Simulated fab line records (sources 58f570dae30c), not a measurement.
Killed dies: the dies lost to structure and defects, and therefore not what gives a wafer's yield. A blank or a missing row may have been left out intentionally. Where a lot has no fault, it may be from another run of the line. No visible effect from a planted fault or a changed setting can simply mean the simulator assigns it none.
fab line records    flow berkeley-cmos170
record lots=14  wafers=42  last-day=12
route steps=331 shown NWELL@21
lots that met no fault: taken from a fault-free run of the same line
start-h: the number of hours between the record's first day and the start of the first shown wafer of the lot    wait-h: hours since the lot's step before    " repeats the value in the row above    L1.1+2: one row covering several wafers at once    - no value, or no start was given    * or withheld: withheld    < > ~ a bound
route shown NAME@n: a module of which the file shows steps, and the number in the route of the first    usual: mean/standard deviation of fault-free wafers    same: alike in all rows    chamber/n: place in a boat    sites: per-site readings    _std_site: standard deviation of those values    _edge_site: inner sites' mean taken away from outer sites' mean    radius-mm: how far each site lies from the wafer's centre    mask NAME#n: copy n    behind: the most recent tool/chamber to have shaped the wafer    hold: the reason the lot was held/the length of the hold in hours/how it ended    device: names the non-switching transistor (n, p or np)    end of line: at the end of the route, the tests of the same wafers    step lacking rows: just its recipe    killed: dies that structure and defects cost at the first sort, which is not the same as the wafer's yield    map: dies across one wafer; x = killed, . = not, _ = none there
set.NAME: the setting the step ran with; set.NAME@STEP: the setting that earlier step ran with    model.NAME: the simulator's own value behind a step, which no gauge read
one table for each step of the route and one row for each wafer, over a sample of lots
services: from which hour (start-h, from the record's first day; less than 0 if before it) a tool's chamber was out of use, for how many hours, and why
## steps
# step UCB170_NWELL_COAT_07
# recipe resist=KrF  spin-rpm=1500  resist-thk-nm=900
# usual chill-plate-temp-C=23.00/0.11  spin-speed-rpm=1500.1/0.88
lot.wafer  tool            chamber  start-h  wait-h  chill-plate-temp-C  spin-speed-rpm
L556.1     litho-track-01  0        32.14    0.1     23.20               1499.8
L556.3     "               0        "        "       23.15               1500.5
L556.5     "               0        "        "       22.99               1501.0
L557.2     litho-track-01  0        38.15    0.1     22.91               1499.2
L557.3     "               0        "        "       22.77               1500.6
L557.5     "               0        "        "       22.90               1499.9
L559.2     litho-track-03  0        44.72    0.1     23.01               1499.4
L559.4     "               0        "        "       23.06               1500.1
L559.5     "               0        "        "       22.93               1498.9
L560.3     litho-track-04  0        54.70    0.1     23.07               1499.6
L560.4     "               0        "        "       22.93               1499.3
L560.6     "               0        "        "       23.00               1499.2
L561.1     litho-track-01  0        58.09    0.1     23.00               1500.5
L561.2     "               0        "        "       23.05               1500.2
L561.3     "               0        "        "       22.97               1499.2
L562.1     litho-track-03  0        63.97    0.1     23.21               1500.4
L562.3     "               0        "        "       23.17               1501.1
L562.5     "               0        "        "       23.06               1500.8
L565.2     litho-track-01  0        73.78    0.1     23.07               1499.0
L565.3     "               0        "        "       23.00               1499.8
L565.5     "               0        "        "       23.08               1499.8
L568.1     litho-track-03  0        90.89    0.1     23.18               1438.5
L568.5     "               0        "        "       22.98               1441.0
L568.6     "               0        "        "       23.13               1439.6
L569.1     litho-track-03  0        96.33    0.1     23.05               1440.6
L569.3     "               0        "        "       23.03               1442.1
L569.4     "               0        "        "       22.92               1440.8
L574.3     litho-track-01  0        120.17   0.1     22.99               1501.7
L574.5     "               0        "        "       22.80               1501.0
L574.6     "               0        "        "       23.09               1500.5
L576.2     litho-track-04  0        129.77   0.1     23.03               1501.2
L576.4     "               0        "        "       22.93               1500.8
L576.5     "               0        "        "       23.00               1500.8
L577.2     litho-track-01  0        136.15   0.1     22.89               1499.0
L577.3     "               0        "        "       23.04               1500.2
L577.6     "               0        "        "       22.96               1500.1
L578.1     litho-track-01  0        141.05   0.1     22.88               1500.3
L578.4     "               0        "        "       23.03               1501.0
L578.5     "               0        "        "       23.09               1500.4
L579.2     litho-track-04  0        152.33   0.1     22.94               1499.9
L579.3     "               0        "        "       22.97               1501.2
L579.4     "               0        "        "       22.93               1500.2
# step UCB170_NWELL_STRIP_15
# recipe chemistry=O2  power-w=400  pressure-mtorr=3500  platen-temp-c=withheld  o2-flow-sccm=400  overash-fraction=0.5
# usual drypump-motor-current-A=6.0/0.36  o2-flow-sccm=400.2/1.1  oes-product-au=0.721/0.0043  strip-time-to-endpoint-s=18.04/0.085
lot.wafer  tool             chamber  start-h  wait-h  drypump-motor-current-A  o2-flow-sccm  oes-product-au  rf-hours-counter-h  strip-time-to-endpoint-s
L556.1     plasma-asher-03  1        33.53    0.1     6.3                      399.1         0.725           30                  17.99
L556.3     "                1        "        "       6.3                      400.1         0.725           -                   17.93
L556.5     "                1        "        "       6.3                      400.8         0.724           -                   18.06
L557.2     plasma-asher-03  0        39.29    0.1     6.1                      402.2         0.722           31                  17.96
L557.3     "                0        "        "       6.1                      401.3         0.723           -                   18.04
L557.5     "                1        "        "       6.3                      399.5         0.727           -                   17.97
L559.2     plasma-asher-03  1        45.67    0.1     6.2                      399.1         0.719           31                  18.09
L559.4     "                1        "        "       6.3                      402.7         0.724           -                   18.04
L559.5     "                0        "        "       6.1                      398.1         0.719           -                   18.10
L560.3     plasma-asher-03  0        55.67    0.1     6.1                      400.2         0.722           -                   18.05
L560.4     "                1        "        "       6.3                      399.6         0.719           -                   18.07
L560.6     "                1        "        "       6.3                      399.3         0.704           -                   18.03
L561.1     plasma-asher-02  0        59.20    0.1     5.5                      400.7         0.713           22                  18.11
L561.2     "                1        "        "       6.2                      399.5         0.720           22                  18.05
L561.3     "                1        "        "       6.2                      398.8         0.730           -                   17.88
L562.1     plasma-asher-02  0        65.19    0.1     5.5                      400.1         0.722           23                  18.04
L562.3     "                0        "        "       5.5                      399.9         0.720           -                   18.01
L562.5     "                0        "        "       5.5                      400.1         0.712           -                   18.28
L565.2     plasma-asher-03  1        75.35    0.1     6.3                      400.4         0.718           35                  18.06
L565.3     "                0        "        "       6.1                      401.6         0.723           -                   17.92
L565.5     "                0        "        "       6.1                      399.6         0.720           -                   18.12
L568.1     plasma-asher-02  0        92.24    0.1     5.5                      400.9         0.722           26                  18.38
L568.5     "                0        "        "       5.5                      400.0         0.729           -                   18.37
L568.6     "                1        "        "       6.2                      400.1         0.724           -                   18.45
L569.1     plasma-asher-04  0        97.83    0.1     6.2                      399.5         0.717           40                  18.48
L569.3     "                1        "        "       5.2                      400.4         0.722           -                   18.42
L569.4     "                0        "        "       6.2                      400.6         0.723           -                   18.39
L574.3     plasma-asher-02  1        121.26   0.1     6.2                      399.1         0.722           -                   18.05
L574.5     "                0        "        "       5.5                      399.6         0.714           -                   18.14
L574.6     "                1        "        "       6.2                      399.9         0.720           -                   18.10
L576.2     plasma-asher-02  1        130.72   0.1     6.1                      401.0         0.720           31                  18.01
L576.4     "                1        "        "       6.1                      402.1         0.720           -                   17.79
L576.5     "                0        "        "       5.5                      400.6         0.728           -                   17.87
L577.2     plasma-asher-04  0        137.38   0.1     6.2                      402.1         0.714           44                  18.02
L577.3     "                1        "        "       5.2                      399.9         0.729           -                   17.98
L577.6     "                1        "        "       5.2                      399.5         0.715           -                   18.07
L578.1     plasma-asher-03  1        142.19   0.1     6.3                      402.1         0.721           3                   18.09
L578.4     "                0        "        "       6.1                      399.3         0.723           -                   18.02
L578.5     "                0        "        "       6.1                      399.3         0.718           -                   18.05
L579.2     plasma-asher-03  0        153.41   0.1     6.1                      400.1         0.722           4                   17.98
L579.3     "                0        "        "       6.1                      398.4         0.723           -                   17.95
L579.4     "                1        "        "       6.3                      400.8         0.717           -                   17.93
## services
tool             chamber  start-h  hours  kind
plasma-asher-03  -        18.00    0.7    repair
plasma-asher-02  -        30.14    3.9    repair
litho-track-03   -        66.55    -      consumable-replace:filter
plasma-asher-02  -        100.36   1.8    repair
plasma-asher-03  -        108.75   9.0    pm
plasma-asher-03  0        108.75   9.0    vent-cycle
plasma-asher-03  1        108.75   9.0    vent-cycle
plasma-asher-03  0        117.75   -      clean
plasma-asher-03  1        117.75   -      clean
## key
first-sign step=UCB170_NWELL_COAT_07  reading=spin-speed-rpm  direction=down  sigmas=68  usual=1500.1  struck=1440.4
effect step=UCB170_NWELL_STRIP_15  reading=strip-time-to-endpoint-s  direction=up  sigmas=4.4  usual=*  struck=*
met-at UCB170_NWELL_COAT_07
struck-lots L568,L569
tester-left-out L568,L569
onset-between 63.97 90.89
fault kind=process-parameter-drift  tool=litho-track-03  chamber=-  onset-h=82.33  steps=UCB170_NWELL_COAT_07  channel=spin-rpm  offset=-58.824  shape=step  end-h=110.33  acts-in=these-recipes-only  stated=1500
# tester-left-out: of these lots the tester's yield and bins aren't shown, on N5 and GAA mostly nor the transistor test; their killed dies are dies lost to structure and defects alone, not to doping, threshold or leakage, so they don't give the yield
